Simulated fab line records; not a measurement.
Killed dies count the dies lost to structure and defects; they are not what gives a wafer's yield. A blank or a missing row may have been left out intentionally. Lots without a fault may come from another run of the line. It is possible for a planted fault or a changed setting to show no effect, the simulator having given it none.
Which tool was responsible? + flow berkeleyCmos170 + Sampling: 7 lots, 21 wafers, 2 of 331 route steps

WHAT THE GAUGES READ, wafer by wafer
UCB170_CONTACT_OVL_MEAS_16.
| lot  | measured     | on         | CONTACT_OVL (nm) |
|------|--------------|------------|------------------|
| L477 | day 6 16:42  | overlay-01 | -3 -17 -10       |
| L478 | day 7 09:27  | overlay-01 | -8 -13 -12       |
| L481 | day 8 01:47  | overlay-01 | 6 2 -5           |
| L485 | day 9 03:41  | overlay-01 | -3 -5 -4         |
| L489 | day 9 22:27  | overlay-02 | 10 18 18         |
| L499 | day 11 15:01 | overlay-02 | 1 -1 10          |
| L498 | day 11 16:57 | overlay-02 | 1 2 1            |

WHICH TOOL RAN EACH LOT (tool, then ch and the chambers of the sampled wafers, then the start)
| lot  | UCB170_NLDD_DEVELOP_05           |
|------|----------------------------------|
| L477 | lithoTrack-01 ch 0, day 5 22:00  |
| L478 | lithoTrack-01 ch 0, day 6 16:00  |
| L481 | lithoTrack-01 ch 0, day 7 07:00  |
| L485 | lithoTrack-01 ch 0, day 8 05:00  |
| L489 | lithoTrack-01, day 9 03:00       |
| L499 | lithoTrack-03 ch 0, day 11 01:00 |
| L498 | lithoTrack-02 ch 0, day 11 02:00 |
- UCB170_NLDD_DEVELOP_05: develop time 45 s.

THE ANSWER, worked out from the rows above alone
Rule: usual is defined by the lots themselves. Put in order of their means at a reading, lots are off if they are a third of the lots or fewer, leave a main group of 4 or more, and stand apart from it by a gap of 3 or more times the standard deviation of the main group's means; of several such gaps the widest counts. Not used: any main group whose means are identical at the precision the tables above print for the reading. A lot without any number at a reading at which 4 lots or more have one is off too. Where the step has rows for the other lots, those lots are counted as sound.
None of the lots is off at any reading shown; this tells nothing.

WHAT THE SIMULATOR PUT IN
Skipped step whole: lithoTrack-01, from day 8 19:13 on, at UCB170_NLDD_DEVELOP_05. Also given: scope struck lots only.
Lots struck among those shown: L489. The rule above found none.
